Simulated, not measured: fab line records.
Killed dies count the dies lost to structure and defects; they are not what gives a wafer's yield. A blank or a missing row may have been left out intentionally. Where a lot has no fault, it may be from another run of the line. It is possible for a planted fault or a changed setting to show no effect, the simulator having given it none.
fab line records	flow berkeley_cmos170
record lots=5	wafers=27
route steps=331 shown PWELL@39 GATE@137 SPACER@171 M1@238 M3@331
start_h: hours from the record's opening day to when the first of the lot's shown wafers began	wait_h: how many hours have passed since the lot's step before this one	" unchanged from the row above	L1.1+2: a row that stands for several wafers	- value missing, or start not given	* or withheld: withheld	< > ~ a bound
route shown NAME@n: a module of which the file shows steps, and the number in the route of the first	usual: mean/standard deviation of fault-free wafers	same: alike in all rows	chamber/n: place in a boat	sites: per-site readings	_std_site: standard deviation across them	_edge_site: mean of outer sites minus mean of inner sites	radius_mm: for every site, how far away it sits from the centre of the wafer	mask NAME#n: copy n	behind: the last tool/chamber to shape the wafer	hold: why the lot was held/for how many hours/how that ended	device: the transistor (n, p or np) that didn't switch	end of line: tests run on the same wafers once the route is complete	a step given without rows: its recipe and nothing more	killed: count of dies lost to structure and defects at first sort (not the wafer's yield)	map: dies across one wafer; x = killed, . = not, _ = none there
set.NAME: the setting that was run; set.NAME@STEP: the one run at that earlier step	model.NAME: the simulator's own value behind a step, which no gauge read
lots with deliberately changed settings; one table per step, one row per wafer
## steps
# step UCB170_PWELL_CVD_05
# recipe material=Si3N4	target_thk_nm=220	temp_c=800	precursor=SiH2Cl2/NH3	time_s=3300	pressure_mtorr=200	sih2cl2_flow_sccm=25	nh3_flow_sccm=75
lot.wafer	tool	chamber	start_h	wait_h	set.time_s	model.Si3N4_of_PWELL_CVD_05.thk_nm
L074.4	lpcvd-01	1	47.15	0.0	3300	219.8
L074.5	"	1	"	"	3300	219.3
L074.6	"	1	"	"	3300	221
L077.1+5	-	-	-	1.5	2791	188.2
L077.2	"	-	"	"	2791	188.5
L077.3	"	-	"	"	2791	185.7
L077.4	"	-	"	"	2791	188.7
L077.6	"	-	"	"	2791	189.2
L079.1	-	-	-	1.5	3867	261.8
L079.2	"	-	"	"	3867	263.4
L079.3	"	-	"	"	3867	263.2
L079.4	"	-	"	"	3867	262.8
L079.5	"	-	"	"	3867	264.5
L079.6	"	-	"	"	3867	264.2
L082.1	-	-	-	0.0	2342	159.3
L082.2+3	"	-	"	"	2342	157.6
L082.4	"	-	"	"	2342	159.2
L082.5	"	-	"	"	2342	156.9
L082.6	"	-	"	"	2342	157.9
L083.1	-	-	-	0.0	2627	173
L083.2	"	-	"	"	2627	173.2
L083.3	"	-	"	"	2627	171.1
L083.4	"	-	"	"	2627	170.8
L083.5	"	-	"	"	2627	171.6
L083.6	"	-	"	"	2627	172.8
# step UCB170_PWELL_THK_MEAS_06
# recipe reads=Si3N4_of_PWELL_CVD_05
# usual PWELL_NITRIDE_THK=221.4/2.4
lot.wafer	tool	chamber	start_h	wait_h	set.time_s@PWELL_CVD_05	PWELL_NITRIDE_THK[nm]
L074.4	film_metro-01	-	49.10	0.0	3300	219.8
L074.5	"	-	"	"	3300	219.4
L074.6	"	-	"	"	3300	221.1
L077.1	film_metro-01	-	-	-	2791	188.1
L077.2	"	-	"	"	2791	188.4
L077.3	"	-	"	"	2791	185.7
L077.4	"	-	"	"	2791	188.8
L077.5	"	-	"	"	2791	187.9
L077.6	"	-	"	"	2791	189.3
L079.1	film_metro-04	-	-	-	3867	261.8
L079.2	"	-	"	"	3867	263.3
L079.3	"	-	"	"	3867	263.4
L079.4	"	-	"	"	3867	263.0
L079.5	"	-	"	"	3867	264.4
L079.6	"	-	"	"	3867	264.1
L082.1	film_metro-03	-	-	-	2342	159.2
L082.2	"	-	"	"	2342	157.6
L082.3	"	-	"	"	2342	157.6
L082.4	"	-	"	"	2342	159.1
L082.5	"	-	"	"	2342	157.1
L082.6	"	-	"	"	2342	157.9
L083.1	film_metro-01	-	-	-	2627	173.0
L083.2	"	-	"	"	2627	173.3
L083.3	"	-	"	"	2627	171.1
L083.4	"	-	"	"	2627	170.8
L083.5	"	-	"	"	2627	171.7
L083.6	"	-	"	"	2627	172.8
# step UCB170_PWELL_HMDS_07
# recipe prime_time_s=60	prime_temp_c=100
# step UCB170_PWELL_COAT_08
# recipe resist=KrF	spin_rpm=1500	resist_thk_nm=900
# step UCB170_PWELL_DEVELOP_12
# recipe developer=TMAH	develop_time_s=45	resist=KrF	dev_temp_c=21
# step UCB170_PWELL_ETCH_14
# recipe chemistry=CH3F/Ar/O2	target=Si3N4	stop_on=SiO2	CH3F_flow_sccm=20	Ar_flow_sccm=50	O2_flow_sccm=7	pressure_mtorr=50	rf_w=450	target_depth_a=2420	over_etch_frac=0.1	time_s=151
# usual oes_product_au=0.943/0.013
lot.wafer	tool	chamber	start_h	wait_h	set.time_s@PWELL_CVD_05	oes_product_au	model.etch.depth_nm
L074.4	rie_diel-04	2	50.53	0.0	3300	0.943	219.8
L074.5	"	1	"	"	3300	0.937	219.3
L074.6	"	2	"	"	3300	0.941	221
L079.1	rie_diel-04	3	74.50	0.0	3867	0.985	-
L079.2	"	1	"	"	3867	0.988	239.9
L079.3	"	2	"	"	3867	1.018	245.4
L079.4	"	0	"	"	3867	0.995	-
L079.5	"	2	"	"	3867	1.018	-
L079.6	"	1	"	"	3867	0.987	241
L077.1	rie_diel-01	1	74.95	0.0	2791	0.870	-
L077.2	"	3	"	"	2791	0.851	188.5
L077.3	"	0	"	"	2791	0.879	-
L077.4	"	2	"	"	2791	0.863	-
L077.5	"	2	"	"	2791	0.866	188.2
L077.6	"	1	"	"	2791	0.875	189.2
L082.1	rie_diel-02	2	92.53	0.0	2342	0.789	159.3
L082.2	"	3	"	"	2342	0.762	-
L082.3	"	1	"	"	2342	0.773	157.6
L082.4	"	0	"	"	2342	0.779	-
L082.5	"	1	"	"	2342	0.768	-
L082.6	"	0	"	"	2342	0.787	157.9
L083.1	rie_diel-02	2	104.36	0.0	2627	0.822	173
L083.2	"	0	"	"	2627	0.812	173.2
L083.3	"	1	"	"	2627	0.805	171.1
L083.4	"	3	"	"	2627	0.791	170.8
L083.5	"	1	"	"	2627	0.806	171.6
L083.6	"	2	"	"	2627	0.822	172.8
# step UCB170_GATE_DEVELOP_11
# recipe developer=TMAH	develop_time_s=45	resist=KrF	dev_temp_c=21
lot.wafer	tool	chamber	start_h	wait_h	set.develop_time_s
L074.4+5+6	litho_track-02	0	-	-	45
L079.1+5+6	litho_track-04	0	-	-	45
L079.2+3+4	"	0	"	"	70.69
L077.1+2+6	litho_track-03	0	-	-	45
L077.3+4+5	"	0	"	"	20.37
L082.1+4+6	litho_track-02	0	-	-	23.58
L082.2+3+5	"	0	"	"	45
L083.1+2+4	litho_track-03	0	-	-	31.03
L083.3+5+6	"	0	"	"	45
# step UCB170_GATE_CD_MEAS_12
# recipe target_cd_nm=350
# usual cd_nm=350.4/1.6
lot.wafer	tool	chamber	start_h	wait_h	set.develop_time_s@GATE_DEVELOP_11	cd_nm
L074.4	cd_sem-01	-	143.36	-	45	350.9
L074.5	"	-	"	"	45	350.4
L074.6	"	-	"	"	45	349.6
L079.1	cd_sem-01	-	167.52	-	45	348.8
L079.2	"	-	"	"	70.69	346.2
L079.3	"	-	"	"	70.69	346.8
L079.4	"	-	"	"	70.69	345.4
L079.5	"	-	"	"	45	348.4
L079.6	"	-	"	"	45	348.0
L077.1	cd_sem-01	-	167.85	-	45	351.9
L077.2	"	-	"	"	45	351.5
L077.3	"	-	"	"	20.37	358.1
L077.4	"	-	"	"	20.37	357.8
L077.5	"	-	"	"	20.37	359.0
L077.6	"	-	"	"	45	353.0
L082.1	cd_sem-02	-	183.40	-	23.58	356.4
L082.2	"	-	"	"	45	350.7
L082.3	"	-	"	"	45	350.5
L082.4	"	-	"	"	23.58	356.2
L082.5	"	-	"	"	45	351.3
L082.6	"	-	"	"	23.58	357.3
L083.1	cd_sem-01	-	194.32	-	31.03	352.0
L083.2	"	-	"	"	31.03	352.5
L083.3	"	-	"	"	45	348.4
L083.4	"	-	"	"	31.03	352.5
L083.5	"	-	"	"	45	348.0
L083.6	"	-	"	"	45	348.7
# step UCB170_GATE_ETCH_14
# recipe chemistry=N2/H2	target_depth_a=withheld	overetch_a=withheld	target=BARC	time_s=withheld	source_w=500	bias_w=100	pressure_mtorr=30	n2_flow_sccm=100	h2_flow_sccm=200
# step UCB170_GATE_ETCH_15
# recipe chemistry=HBr/Cl2	target=poly-Si	stop_on=SiO2	over_etch_frac=0.3	icp_w=300	bias_w=150	time_s=56.3	pressure_mtorr=15	HBr_flow_sccm=150	Cl2_flow_sccm=50	target_depth_a=2782
lot.wafer	tool	chamber	start_h	wait_h	set.develop_time_s@GATE_DEVELOP_11	model.GATE.cd_nm
L074.4+5	rie_si-02	1,3	143.52	-	45	350.6
L074.6	"	0	"	"	45	349.3
L079.1+5	rie_si-01	1,2	167.72	-	45	348.9
L079.2+3	"	2,0	"	"	70.69	346.5
L079.4	"	1	"	"	70.69	345.7
L079.6	"	0	"	"	45	347.7
L077.1	rie_si-01	0	168.05	-	45	352.2
L077.2	"	2	"	"	45	351.8
L077.3	"	1	"	"	20.37	358.8
L077.4	"	1	"	"	20.37	359
L077.5	"	2	"	"	20.37	359.1
L077.6	"	0	"	"	45	352.4
L082.1	rie_si-02	3	183.60	-	23.58	356.5
L082.2+5	"	1,3	"	"	45	350.9
L082.3	"	0	"	"	45	350.7
L082.4	"	0	"	"	23.58	355
L082.6	"	1	"	"	23.58	357.6
L083.1	rie_si-02	1	194.51	-	31.03	352.1
L083.2	"	3	"	"	31.03	352.7
L083.3	"	0	"	"	45	349.3
L083.4	"	0	"	"	31.03	352.5
L083.5	"	3	"	"	45	348.4
L083.6	"	1	"	"	45	349.5
# step UCB170_GATE_STRIP_16
# recipe chemistry=O2	power_w=400	pressure_mtorr=3500	platen_temp_c=withheld	o2_flow_sccm=400	overash_fraction=0.5
# step UCB170_GATE_CD_MEAS_90
# recipe target_cd_nm=350
# usual cd_nm=350.5/1.5
lot.wafer	tool	chamber	start_h	wait_h	set.develop_time_s@GATE_DEVELOP_11	cd_nm
L074.4	cd_sem-02	-	143.71	0.1	45	350.6
L074.5	"	-	"	"	45	350.5
L074.6	"	-	"	"	45	349.3
L079.1	cd_sem-02	-	167.87	0.1	45	349.1
L079.2	"	-	"	"	70.69	346.4
L079.3	"	-	"	"	70.69	346.4
L079.4	"	-	"	"	70.69	345.7
L079.5	"	-	"	"	45	349.3
L079.6	"	-	"	"	45	347.6
L077.1	cd_sem-01	-	168.20	0.1	45	352.2
L077.2	"	-	"	"	45	351.8
L077.3	"	-	"	"	20.37	358.8
L077.4	"	-	"	"	20.37	359.0
L077.5	"	-	"	"	20.37	358.9
L077.6	"	-	"	"	45	352.6
L082.1	cd_sem-02	-	183.75	0.1	23.58	356.3
L082.2	"	-	"	"	45	350.9
L082.3	"	-	"	"	45	350.6
L082.4	"	-	"	"	23.58	355.0
L082.5	"	-	"	"	45	350.8
L082.6	"	-	"	"	23.58	357.5
L083.1	cd_sem-01	-	194.66	0.1	31.03	352.3
L083.2	"	-	"	"	31.03	352.8
L083.3	"	-	"	"	45	349.4
L083.4	"	-	"	"	31.03	352.9
L083.5	"	-	"	"	45	348.4
L083.6	"	-	"	"	45	349.5
# step UCB170_SPACER_CVD_00
# recipe material=SiO2	target_thk_nm=376	temp_c=390	precursor=TEOS/O2	time_s=47	rf_w=550	pressure_mtorr=9000
lot.wafer	tool	chamber	start_h	wait_h	set.time_s	model.SiO2_of_SPACER_CVD_00.thk_nm
L074.4	pecvd-04	1	148.00	0.0	47	379.2
L074.5	"	2	"	"	47	378.6
L074.6	"	0	"	"	47	376.9
L079.1	pecvd-04	2	172.12	0.0	19.31	151.5
L079.2	"	1	"	"	19.31	150.4
L079.3	"	1	"	"	19.31	153.2
L079.4	"	2	"	"	47	378.6
L079.5	"	1	"	"	47	374
L079.6	"	2	"	"	47	378.2
L077.1	pecvd-03	2	172.36	0.0	65.54	524.6
L077.2	"	0	"	"	65.54	518.7
L077.3	"	1	"	"	65.54	519
L077.4	"	0	"	"	47	378.3
L077.5	"	1	"	"	47	378.7
L077.6	"	2	"	"	47	379.1
L082.1	pecvd-01	0	188.32	0.0	47	366.4
L082.2	"	2	"	"	47	372.6
L082.3	"	2	"	"	26.46	209.9
L082.4	"	0	"	"	26.46	211.7
L082.5	"	0	"	"	26.46	207.3
L082.6	"	2	"	"	47	374.2
L083.1	pecvd-03	1	199.35	0.0	47	375
L083.2	"	0	"	"	69.86	554.4
L083.3	"	2	"	"	69.86	559.1
L083.4	"	1	"	"	47	378.5
L083.5	"	2	"	"	69.86	565.4
L083.6	"	0	"	"	47	377.1
# step UCB170_SPACER_THK_MEAS_01
# recipe reads=SiO2_of_SPACER_CVD_00
# usual SPACER_TEOS_THK=376/4.5
lot.wafer	tool	chamber	start_h	wait_h	set.time_s@SPACER_CVD_00	SPACER_TEOS_THK[nm]
L074.4	film_metro-01	-	148.05	0.0	47	379
L074.5	"	-	"	"	47	379
L074.6	"	-	"	"	47	376
L079.1	film_metro-03	-	172.18	0.0	19.31	151
L079.2	"	-	"	"	19.31	150
L079.3	"	-	"	"	19.31	153
L079.4	"	-	"	"	47	379
L079.5	"	-	"	"	47	374
L079.6	"	-	"	"	47	378
L077.1	film_metro-03	-	172.40	0.0	65.54	524
L077.2	"	-	"	"	65.54	519
L077.3	"	-	"	"	65.54	519
L077.4	"	-	"	"	47	378
L077.5	"	-	"	"	47	379
L077.6	"	-	"	"	47	379
L082.1	film_metro-03	-	188.38	0.0	47	367
L082.2	"	-	"	"	47	373
L082.3	"	-	"	"	26.46	210
L082.4	"	-	"	"	26.46	212
L082.5	"	-	"	"	26.46	207
L082.6	"	-	"	"	47	374
L083.1	film_metro-02	-	199.39	0.0	47	375
L083.2	"	-	"	"	69.86	555
L083.3	"	-	"	"	69.86	559
L083.4	"	-	"	"	47	378
L083.5	"	-	"	"	69.86	565
L083.6	"	-	"	"	47	377
# step UCB170_SPACER_ANNEAL_02
# recipe temp_c=900	time_s=1800	ambient=N2
# step UCB170_SPACER_ETCHBACK_03
# recipe stop_on=Si	target=SiO2	chemistry=CHF3/CF4/Ar	CHF3_flow_sccm=50	cf4_flow_sccm=10	Ar_flow_sccm=120	pressure_mtorr=200	rf_w=500	target_depth_a=3760	time_s=100
# usual oes_product_au=0.902/0.012
lot.wafer	tool	chamber	start_h	wait_h	set.time_s@SPACER_CVD_00	oes_product_au	model.etch.depth_nm
L074.4	rie_diel-03	2	154.86	0.0	47	0.911	379.2
L074.5	"	3	"	"	47	0.917	378.6
L074.6	"	1	"	"	47	0.917	376.9
L077.1	rie_diel-02	2	178.72	0.0	65.54	1.005	-
L077.2	"	0	"	"	65.54	0.993	427.6
L077.3	"	1	"	"	65.54	0.995	-
L077.4	"	3	"	"	47	0.888	-
L077.5	"	3	"	"	47	0.890	378.7
L077.6	"	0	"	"	47	0.896	379.1
L079.1	rie_diel-03	2	178.72	0.0	19.31	0.505	-
L079.2	"	0	"	"	19.31	0.497	150.4
L079.3	"	3	"	"	19.31	0.508	153.2
L079.4	"	1	"	"	47	0.914	-
L079.5	"	1	"	"	47	0.903	-
L079.6	"	0	"	"	47	0.908	378.2
L082.1	rie_diel-03	1	195.84	0.0	47	0.883	366.4
L082.2	"	0	"	"	47	0.890	-
L082.3	"	2	"	"	26.46	0.610	209.9
L082.4	"	3	"	"	26.46	0.608	-
L082.5	"	0	"	"	26.46	0.590	-
L082.6	"	1	"	"	47	0.905	374.2
L083.1	rie_diel-03	3	206.32	0.0	47	0.910	375
L083.2	"	2	"	"	69.86	1.001	425.5
L083.3	"	1	"	"	69.86	1.018	436.1
L083.4	"	0	"	"	47	0.909	378.5
L083.5	"	2	"	"	69.86	0.988	423.3
L083.6	"	3	"	"	47	0.926	377.1
# step UCB170_M1_SPUTTER_00
# recipe material=Al	target_thk_nm=600	time_s=80	power_w=6000	chamber_pressure_pa=0.5
lot.wafer	tool	chamber	start_h	wait_h	set.time_s	model.Al_of_M1_SPUTTER_00.thk_nm
L074.4+6	pvd_sputter-03	-	167.05	0.0	80	601.4
L074.5	"	-	"	"	80	595.3
L077.1	pvd_sputter-03	-	190.20	0.0	47.73	362.9
L077.2	"	-	"	"	80	600.2
L077.3	"	-	"	"	47.73	358.7
L077.4	"	-	"	"	47.73	354.3
L077.5	"	-	"	"	80	598
L077.6	"	-	"	"	80	605.6
L079.1	pvd_sputter-01	-	190.97	0.0	92.1	688.7
L079.2	"	-	"	"	80	595.9
L079.3	"	-	"	"	80	603.3
L079.4	"	-	"	"	92.1	690
L079.5	"	-	"	"	92.1	690.4
L079.6	"	-	"	"	80	600.5
L082.1	pvd_sputter-03	-	208.50	0.0	80	603.9
L082.2	"	-	"	"	33.62	252
L082.3	"	-	"	"	80	606.4
L082.4	"	-	"	"	33.62	253.8
L082.5	"	-	"	"	33.62	252.5
L082.6	"	-	"	"	80	605.5
L083.1	pvd_sputter-01	-	216.29	0.0	80	598.8
L083.2	"	-	"	"	80	596.2
L083.3	"	-	"	"	80	600.6
L083.4	"	-	"	"	80	600.2
L083.5	"	-	"	"	80	597.4
L083.6	"	-	"	"	80	594.3
# step UCB170_M1_RS_MEAS_01
# recipe thk_meas_gauge=four-point-probe	reads=Al_of_M1_SPUTTER_00
# usual M1_AL_RS=0.0487/0.00045
lot.wafer	tool	chamber	start_h	wait_h	set.time_s@M1_SPUTTER_00	M1_AL_RS[ohm/sq]
L074.4	film_metro-03	-	167.17	0.1	80	0.0484
L074.5	"	-	"	"	80	0.0488
L074.6	"	-	"	"	80	0.0485
L077.1	film_metro-04	-	190.26	0.0	47.73	0.0812
L077.2	"	-	"	"	80	0.0485
L077.3	"	-	"	"	47.73	0.0820
L077.4	"	-	"	"	47.73	0.0832
L077.5	"	-	"	"	80	0.0487
L077.6	"	-	"	"	80	0.0482
L079.1	film_metro-02	-	191.03	0.0	92.1	0.0421
L079.2	"	-	"	"	80	0.0488
L079.3	"	-	"	"	80	0.0482
L079.4	"	-	"	"	92.1	0.0421
L079.5	"	-	"	"	92.1	0.0420
L079.6	"	-	"	"	80	0.0484
L082.1	film_metro-02	-	208.56	0.0	80	0.0482
L082.2	"	-	"	"	33.62	0.1184
L082.3	"	-	"	"	80	0.0480
L082.4	"	-	"	"	33.62	0.1175
L082.5	"	-	"	"	33.62	0.1183
L082.6	"	-	"	"	80	0.0480
L083.1	film_metro-03	-	216.35	0.0	80	0.0487
L083.2	"	-	"	"	80	0.0487
L083.3	"	-	"	"	80	0.0484
L083.4	"	-	"	"	80	0.0486
L083.5	"	-	"	"	80	0.0488
L083.6	"	-	"	"	80	0.0490
# step UCB170_M1_THK_MEAS_02
# recipe thk_meas_gauge=xrf	reads=Al_of_M1_SPUTTER_00
# usual M1_AL_THK=595/6.1
lot.wafer	tool	chamber	start_h	wait_h	set.time_s@M1_SPUTTER_00	M1_AL_THK[nm]
L074.4	film_metro-03	-	167.26	0.1	80	599
L074.5	"	-	"	"	80	593
L074.6	"	-	"	"	80	597
L077.1	film_metro-04	-	190.38	0.1	47.73	360
L077.2	"	-	"	"	80	597
L077.3	"	-	"	"	47.73	354
L077.4	"	-	"	"	47.73	353
L077.5	"	-	"	"	80	591
L077.6	"	-	"	"	80	601
L079.1	film_metro-02	-	191.15	0.1	92.1	691
L079.2	"	-	"	"	80	595
L079.3	"	-	"	"	80	603
L079.4	"	-	"	"	92.1	687
L079.5	"	-	"	"	92.1	692
L079.6	"	-	"	"	80	597
L082.1	film_metro-02	-	208.68	0.1	80	602
L082.2	"	-	"	"	33.62	252
L082.3	"	-	"	"	80	606
L082.4	"	-	"	"	33.62	254
L082.5	"	-	"	"	33.62	252
L082.6	"	-	"	"	80	604
L083.1	film_metro-03	-	216.47	0.1	80	595
L083.2	"	-	"	"	80	596
L083.3	"	-	"	"	80	596
L083.4	"	-	"	"	80	598
L083.5	"	-	"	"	80	597
L083.6	"	-	"	"	80	592
# step UCB170_M1_COAT_03
# recipe resist=BARC	temp_c=withheld	time_s=withheld	spin_rpm=3000	resist_thk_nm=withheld
# step UCB170_M1_COAT_04
# recipe resist=KrF	spin_rpm=1500	resist_thk_nm=900
# step UCB170_M1_ETCH_11
# recipe chemistry=N2/H2	target_depth_a=withheld	overetch_a=withheld	target=BARC	time_s=withheld	source_w=500	bias_w=100	pressure_mtorr=30	n2_flow_sccm=100	h2_flow_sccm=200
# step UCB170_M1_METAL_ETCH_12
# recipe chemistry=Cl2/BCl3	target=Al	stop_on=PSG	pressure_mtorr=12	target_depth_a=7800	over_etch_frac=0.3	time_s=130	icp_w=600	bias_w=115.3	Cl2_flow_sccm=90	bcl3_flow_sccm=45
# usual oes_product_au=0.842/0.019
lot.wafer	tool	chamber	start_h	wait_h	set.time_s@M1_SPUTTER_00	oes_product_au
L074.4	rie_metal-03	0	168.76	-	80	0.822
L074.5	"	1	"	"	80	0.859
L074.6	"	0	"	"	80	0.825
L077.1	rie_metal-04	1	191.48	-	47.73	0.675
L077.2	"	0	"	"	80	0.827
L077.3	"	0	"	"	47.73	0.642
L077.4	"	1	"	"	47.73	0.675
L077.5	"	1	"	"	80	0.878
L077.6	"	0	"	"	80	0.825
L079.1	rie_metal-02	1	192.37	-	92.1	0.895
L079.2	"	0	"	"	80	0.851
L079.3	"	1	"	"	80	0.842
L079.4	"	0	"	"	92.1	0.913
L079.5	"	1	"	"	92.1	0.899
L079.6	"	0	"	"	80	0.850
L082.1	rie_metal-04	0	209.78	-	80	0.819
L082.2	"	1	"	"	33.62	0.586
L082.3	"	0	"	"	80	0.830
L082.4	"	1	"	"	33.62	0.597
L082.5	"	0	"	"	33.62	0.558
L082.6	"	1	"	"	80	0.875
L083.1	rie_metal-02	0	218.97	-	80	0.848
L083.2	"	1	"	"	80	0.828
L083.3	"	1	"	"	80	0.827
L083.4	"	0	"	"	80	0.849
L083.5	"	0	"	"	80	0.839
L083.6	"	1	"	"	80	0.833
# step UCB170_M3_PROBE_99
lot.wafer	tool	chamber	start_h	wait_h	set.time_s@SPACER_CVD_00	model.etest.nldd.line_ohm_um	model.etest.pldd.line_ohm_um	model.etest.pldd.rs_ohm_sq
L074.4	prober-02	-	184.84	0.2	47	1177	1700	1110
L074.5	prober-02	-	184.89	0.2	47	1223	1777	1116
L074.6	prober-02	-	184.94	0.2	47	1221	1766	1107
L077.1	prober-02	-	204.70	0.1	65.54	1261	1836	1129
L077.2	prober-02	-	204.75	0.1	65.54	1280	1870	1142
L077.3	prober-02	-	204.80	0.2	65.54	1233	1800	1135
L077.4	prober-02	-	204.85	0.2	47	1266	1842	1117
L077.5	prober-02	-	204.90	0.2	47	1272	1850	1142
L077.6	prober-02	-	204.95	0.2	47	1254	1844	1140
L079.1	prober-02	-	207.24	0.1	19.31	6.14	6.161	3.647
L079.2	prober-02	-	207.29	0.1	19.31	6.04	6.225	3.657
L079.3	prober-02	-	207.34	0.2	19.31	5.996	6.095	3.659
L079.4	prober-02	-	207.39	0.2	47	1229	1785	1109
L079.5	prober-02	-	207.44	0.2	47	1228	1774	1106
L079.6	prober-02	-	207.49	0.2	47	1230	1795	1124
L082.1	prober-01	-	223.95	0.1	47	1250	1773	1078
L082.2	prober-01	-	224.00	0.1	47	1249	1788	1112
L082.3	prober-01	-	224.05	0.2	26.46	11.13	11.63	6.963
L082.4	prober-01	-	224.10	0.2	26.46	6.208	6.177	3.668
L082.5	prober-01	-	224.15	0.2	26.46	5.989	6.187	3.654
L082.6	prober-01	-	224.20	0.2	47	1249	1814	1094
L083.1	prober-01	-	232.16	0.1	47	1182	1751	1108
L083.2	prober-01	-	232.21	0.1	69.86	1200	1796	1115
L083.3	prober-01	-	232.26	0.2	69.86	1200	1794	1114
L083.4	prober-01	-	232.31	0.2	47	1188	1780	1114
L083.5	prober-01	-	232.36	0.2	69.86	-	-	-
L083.6	prober-01	-	232.41	0.2	47	1214	1820	1112
# killed by level:class
L074.4 GATE:geometric_particle:open=2 SILICIDE:geometric_particle:short=1
L074.5 START:geometric_particle:open=1 SACOX:geometric_particle:open=1 GATE:geometric_particle:short=1
L074.6 SPACER:geometric_particle:open=1 SILICIDE:geometric_particle:short=1
## key
split step=UCB170_PWELL_CVD_05	setting=time_s	stated=3300	by=lot
response step=UCB170_PWELL_CVD_05	reading=model.Si3N4_of_PWELL_CVD_05.thk_nm	change=+2.31	per=1%	r=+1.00
response step=UCB170_PWELL_THK_MEAS_06	reading=PWELL_NITRIDE_THK	change=+2.31	per=1%	r=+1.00
response step=UCB170_PWELL_ETCH_14	reading=oes_product_au	change=+0.00487	per=1%	r=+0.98
response step=UCB170_PWELL_ETCH_14	reading=model.etch.depth_nm	change=+1.89	per=1%	r=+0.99
split step=UCB170_GATE_DEVELOP_11	setting=develop_time_s	stated=45	by=wafer
response step=UCB170_GATE_CD_MEAS_12	reading=cd_nm	change=-0.0911	per=1%	r=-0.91
response step=UCB170_GATE_ETCH_15	reading=model.GATE.cd_nm	change=-0.0917	per=1%	r=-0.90
response step=UCB170_GATE_CD_MEAS_90	reading=cd_nm	change=-0.0929	per=1%	r=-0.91
split step=UCB170_SPACER_CVD_00	setting=time_s	stated=47	by=wafer
response step=UCB170_SPACER_CVD_00	reading=model.SiO2_of_SPACER_CVD_00.thk_nm	change=+3.74	per=1%	r=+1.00
response step=UCB170_SPACER_THK_MEAS_01	reading=SPACER_TEOS_THK	change=+3.75	per=1%	r=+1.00
response step=UCB170_SPACER_ETCHBACK_03	reading=oes_product_au	change=+0.00483	per=1%	r=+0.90
response step=UCB170_SPACER_ETCHBACK_03	reading=model.etch.depth_nm	change=+2.28	per=1%	r=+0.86
response step=UCB170_M3_PROBE_99	reading=model.etest.pldd.line_ohm_um	shape=bent	at_lowest=6.16	at_stated=1790	at_highest=1795
response step=UCB170_M3_PROBE_99	reading=model.etest.nldd.line_ohm_um	shape=bent	at_lowest=6.059	at_stated=1229	at_highest=1200
response step=UCB170_M3_PROBE_99	reading=model.etest.pldd.rs_ohm_sq	shape=bent	at_lowest=3.654	at_stated=1112	at_highest=1114
split step=UCB170_M1_SPUTTER_00	setting=time_s	stated=80	by=wafer
response step=UCB170_M1_SPUTTER_00	reading=model.Al_of_M1_SPUTTER_00.thk_nm	change=+6.05	per=1%	r=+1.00
response step=UCB170_M1_RS_MEAS_01	reading=M1_AL_RS	change=-0.00106	per=1%	r=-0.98
response step=UCB170_M1_THK_MEAS_02	reading=M1_AL_THK	change=+6.03	per=1%	r=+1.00
response step=UCB170_M1_METAL_ETCH_12	reading=oes_product_au	change=+0.00444	per=1%	r=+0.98
